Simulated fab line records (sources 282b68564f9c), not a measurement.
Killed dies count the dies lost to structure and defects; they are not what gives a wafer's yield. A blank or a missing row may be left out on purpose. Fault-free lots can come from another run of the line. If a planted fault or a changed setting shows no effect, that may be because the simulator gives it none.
Comparing a struck lot with a sound one | flow rit-cmos | 42 steps out of a route of 202
Sound: wafers L829.1, L829.2, L829.6. Struck: wafers L838.1, L838.4, L838.6. At the end, the cause is stated.
Per side, at each step with rows, come the tool, then ch with its chambers, and then its first start. Under that, the readings that differ: sound wafers | struck wafers | difference of the means | sigmas: that difference in standard deviations of wafers without a fault.
alike: words and numbers the same on both sides, and readings whose means are apart by under 2 such deviations; not compared: readings that were withheld, readings missing a value for some wafer, numbers with overlapping values and no deviation given by the record, and bounds like >300 which may hide the same value.
The two part at a step that has a row with sigmas, a row that says differs or no value, or rows on one side only. Numbers that don't overlap but have no deviation are shown without sigmas and don't part them. Lack of a reading on every wafer of one side parts them only where that side has two or more wafers.

RIT_ACTIVE_BOW_MEAS_00:
  struck on film-metro-01, day 4 03:00; sound on film-metro-01, day 2 06:00
  alike: INCOMING_BOW
then, 1 step without rows for these wafers: RIT_ACTIVE_OXIDATION_01 (target thk 46.8 nm, ox time 3360 s).
RIT_ACTIVE_THK_MEAS_02:
  struck on film-metro-02, day 4 05:03; sound on film-metro-03, day 2 08:03
  alike: ACTIVE_OXIDE_THK
then, 1 step without rows for these wafers: RIT_ACTIVE_CVD_03 (deposits Si3N4 from SiH2Cl2/NH3, target thk 150 nm, time 1500 s).
RIT_ACTIVE_THK_MEAS_04:
  struck on film-metro-02, day 4 06:32; sound on film-metro-02, day 2 09:32
  alike: ACTIVE_NITRIDE_THK
then, 5 steps without rows for these wafers: RIT_ACTIVE_HMDS_05 (prime time 60 s); RIT_ACTIVE_COAT_06 (resist thk 1000 nm); RIT_ACTIVE_SOFTBAKE_07 (time 60 s); RIT_ACTIVE_EXPOSE_08 (exposes mask M1, target cd 1400 nm); RIT_ACTIVE_PEB_09.
RIT_ACTIVE_DEVELOP_10: develop time 50 s.
  sound on litho-track-04 ch 0, day 2 10:00; struck on litho-track-04 ch 0, day 4 07:00
RIT_ACTIVE_CD_MEAS_11: target cd 1400 nm.
  struck on cd-sem-02, day 4 07:26; sound on cd-sem-02, day 2 10:37
  reading    | sound                | struck               | difference | sigmas
  cd-nm (nm) | 1399.3 1401.4 1398.8 | 1425.4 1424.6 1426.6 | +25.7      | +14
then, 1 step without rows for these wafers: RIT_ACTIVE_HARDBAKE_12 (time 60 s).
RIT_ACTIVE_ETCH_13: etches Si3N4 in SF6, stops on SiO2, time 210 s, target depth 210 nm.
  sound on rie-diel-02 ch 0,1, day 2 10:53; struck on rie-diel-02 ch 0,3, day 4 07:43
  reading                 | sound          | struck         | difference | sigmas
  model.ACTIVE.cd-nm (nm) | 1399 1401 1399 | 1425 1425 1426 | +26        |
  alike: drypump-motor-current-A, oes-product-au, throttle-valve-pct
  not compared: rf-hours-counter-h
RIT_ACTIVE_STRIP_14: strips in O2, time 180 s.
  sound on plasma-asher-02 ch 0,1, day 2 11:01; struck on plasma-asher-01 ch 0,1, day 4 07:50
  alike: drypump-motor-current-A
  not compared: rf-hours-counter-h
RIT_ACTIVE_CD_MEAS_90: target cd 1400 nm.
  struck on cd-sem-01, day 4 08:01; sound on cd-sem-02, day 2 11:12
  reading    | sound                | struck               | difference | sigmas
  cd-nm (nm) | 1399.6 1401.3 1399.1 | 1425.0 1424.7 1426.4 | +25.4      | +13
then, 4 steps without rows for these wafers: RIT_ACTIVE_CLEAN_15 (cleans in SC1, time 600 s); RIT_ACTIVE_CLEAN_16 (cleans in dHF, time 30 s); RIT_ACTIVE_CLEAN_17 (cleans in SC2, time 600 s); RIT_FOX1_OXIDATION_00 (target thk 350.7 nm, ox time 1130 s).
RIT_FOX1_THK_MEAS_01:
  struck on film-metro-04, day 4 10:49; sound on film-metro-01, day 2 13:32
  alike: FOX1_OXIDE_THK
then, 2 steps without rows for these wafers: RIT_FOX1_WET_ETCH_02 (etches SiO2 in BOE, target depth 350 nm, time 390 s); RIT_FOX2_OXIDATION_00 (target thk 350.7 nm, ox time 1130 s).
RIT_FOX2_THK_MEAS_01:
  struck on film-metro-01, day 4 12:19; sound on film-metro-03, day 2 15:34
  alike: FOX2_OXIDE_THK
then, 2 steps without rows for these wafers: RIT_FOX2_CLEAN_02 (cleans in dHF, time 180 s); RIT_FOX2_WET_ETCH_03 (etches Si3N4 in H3PO4, target depth 195 nm, time 2700 s).
RIT_FOX2_THK_MEAS_90:
  struck on film-metro-04, day 4 13:15; sound on film-metro-03, day 2 16:31
  alike: FIELD_OXIDE_LEFT_1_THK
then, 6 steps without rows for these wafers: RIT_NWELL_HMDS_00 (prime time 60 s); RIT_NWELL_COAT_01 (resist thk 1282 nm); RIT_NWELL_SOFTBAKE_02 (time 60 s); RIT_NWELL_EXPOSE_03 (exposes mask M2, target cd 43900 nm); RIT_NWELL_PEB_04; RIT_NWELL_DEVELOP_05 (develop time 68 s).
RIT_NWELL_OVL_MEAS_06:
  struck on overlay-02, day 4 14:11; sound on overlay-01, day 2 17:27
  alike: NWELL_OVL
then, 2 steps without rows for these wafers: RIT_NWELL_HARDBAKE_07 (time 120 s); RIT_NWELL_IMPLANT_08.
RIT_NWELL_STRIP_09: strips in O2, time 180 s.
  sound on plasma-asher-03 ch 0,1, day 2 17:53; struck on plasma-asher-04 ch 0,1, day 4 14:38
  alike: drypump-motor-current-A
  not compared: rf-hours-counter-h
RIT_NWELL_TW_MEAS_10:
  struck on film-metro-04, day 4 14:49; sound on film-metro-04, day 2 18:04
  alike: NWELL_TW
then, 2 steps without rows for these wafers: RIT_PWELL_HMDS_00 (prime time 60 s); RIT_PWELL_COAT_01 (resist thk 1300 nm).
RIT_CONTACT_ETCH_11: etches SiO2 in CHF3/CF4/Ar, stops on TiSi2, target depth 480 nm, time 320 s.
  sound on rie-diel-02 ch 1,3, day 4 01:00; struck on rie-diel-03 ch 0,2, day 5 22:13
  reading                  | sound             | struck            | difference | sigmas
  model.CONTACT.cd-nm (nm) | 997.4 999.2 998.5 | 982.7 981.3 983.4 | -15.9      |
  alike: O2_flow_sccm, drypump-motor-current-A, oes-product-au, throttle-valve-pct
  not compared: rf-hours-counter-h
RIT_M1_PROBE_99:
  struck on prober-01, day 6 03:08; sound on prober-02, day 4 06:29
  reading                                   | sound            | struck           | difference | sigmas
  model.etest.pplus-sal.width-nm (nm)       | 3443 3462 3454   | 3477 3480 3485   | +28        |
  model.etest.nldd.width-nm (nm)            | 3168 3198 3195   | 3223 3224 3209   | +32        |
  model.etest.pldd.width-nm (nm)            | 3184 3191 3182   | 3208 3217 3225   | +31        |
  model.etest.contact-to-gate.bv-left-v (V) | 93.28 90.33 90.6 | 94.43 95.3 96.81 | +4.11      |
  alike: killed-at-contacts, killed-at-front-end, killed-dies, killed-open, killed-short
  not compared: model.etest.contact-to-gate.bv-right-v

== WHERE THEY PART ==
At RIT_ACTIVE_CD_MEAS_11 first; at RIT_ACTIVE_CD_MEAS_90 last (within this record only). Later steps at which nothing parts them and some readings are alike: RIT_FOX1_THK_MEAS_01, RIT_FOX2_THK_MEAS_01, RIT_FOX2_THK_MEAS_90, RIT_NWELL_OVL_MEAS_06, RIT_NWELL_STRIP_09, RIT_NWELL_TW_MEAS_10, RIT_CONTACT_ETCH_11, RIT_M1_PROBE_99.

WHY: whatever the simulator had introduced
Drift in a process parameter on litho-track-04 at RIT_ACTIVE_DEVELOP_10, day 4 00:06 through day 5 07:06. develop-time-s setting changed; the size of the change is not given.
